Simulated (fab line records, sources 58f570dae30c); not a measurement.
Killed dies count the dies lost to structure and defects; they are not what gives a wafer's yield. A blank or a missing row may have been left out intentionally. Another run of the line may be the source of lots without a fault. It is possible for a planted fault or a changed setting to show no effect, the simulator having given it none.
Which of the tools did it? | flow berkeley-cmos170 | at 1 step of a route of 331, 14 lots with 42 wafers sampled

WHAT THE GAUGES SHOWED, per wafer
UCB170_M1_CD_MEAS_09 targets a cd of 700 nm. Usual: 700.2 nm for cd-nm, sd 1.4.
lot  | measured     | on        | cd-nm (nm)        | flag
L225 | day 7 01:22  | cd-sem-01 | 699.7 701.3 701.1 |
L226 | day 7 03:47  | cd-sem-02 | 698.2 698.4 699.1 |
L227 | day 7 15:23  | cd-sem-02 | 699.7 701.0 701.1 |
L229 | day 8 00:10  | cd-sem-02 | 699.5 699.9 699.5 |
L230 | day 8 09:38  | cd-sem-01 | 698.6 697.0 696.7 |
L231 | day 8 19:47  | cd-sem-01 | 702.4 700.8 700.4 |
L233 | day 8 22:11  | cd-sem-01 | 701.4 702.0 700.9 |
L236 | day 9 09:21  | cd-sem-01 | 698.6 699.8 699.7 |
L241 | day 10 02:52 | cd-sem-02 | 702.4 700.9 701.7 |
L237 | day 10 03:09 | cd-sem-02 | 700.2 701.2 702.6 |
L240 | day 10 03:32 | cd-sem-02 | 697.7 698.5 698.2 |
L239 | day 10 03:46 | cd-sem-02 | 699.5 699.6 699.7 |
L247 | day 11 13:08 | cd-sem-02 | 702.5 702.4 702.0 |
L245 | day 11 13:25 | cd-sem-01 | 700.9 701.4 702.2 |

EACH LOT AND THE TOOL THAT RAN IT (in order: tool; ch and the chambers of the sampled wafers; start)
Record: no process step prior to these readings.

WHAT THE TOOLS THEMSELVES READ (means of the sampled wafers that have a number; where no wafer has one, the mark that the record gives instead)
The record holds no such reading with a usual standard deviation.

THE ANSWER, worked out from the rows above alone
Rule: lot off if the mean of its wafers having a number is beyond 3 standard deviations from the usual mean. A lot without any number at a reading at which 4 lots or more have one is off too. Where the step has rows for the other lots, those lots are counted as sound. The gauges are gone through in route order, then the tools' own readings, and for those a lot's mean is taken as printed above. At the first step where some lot is off, the reading lying furthest off is the one used; lots without a number count as furthest.
Across all readings shown, no lot is off: no conclusion can be drawn from this.

WHAT THE SIMULATOR HAD INSERTED
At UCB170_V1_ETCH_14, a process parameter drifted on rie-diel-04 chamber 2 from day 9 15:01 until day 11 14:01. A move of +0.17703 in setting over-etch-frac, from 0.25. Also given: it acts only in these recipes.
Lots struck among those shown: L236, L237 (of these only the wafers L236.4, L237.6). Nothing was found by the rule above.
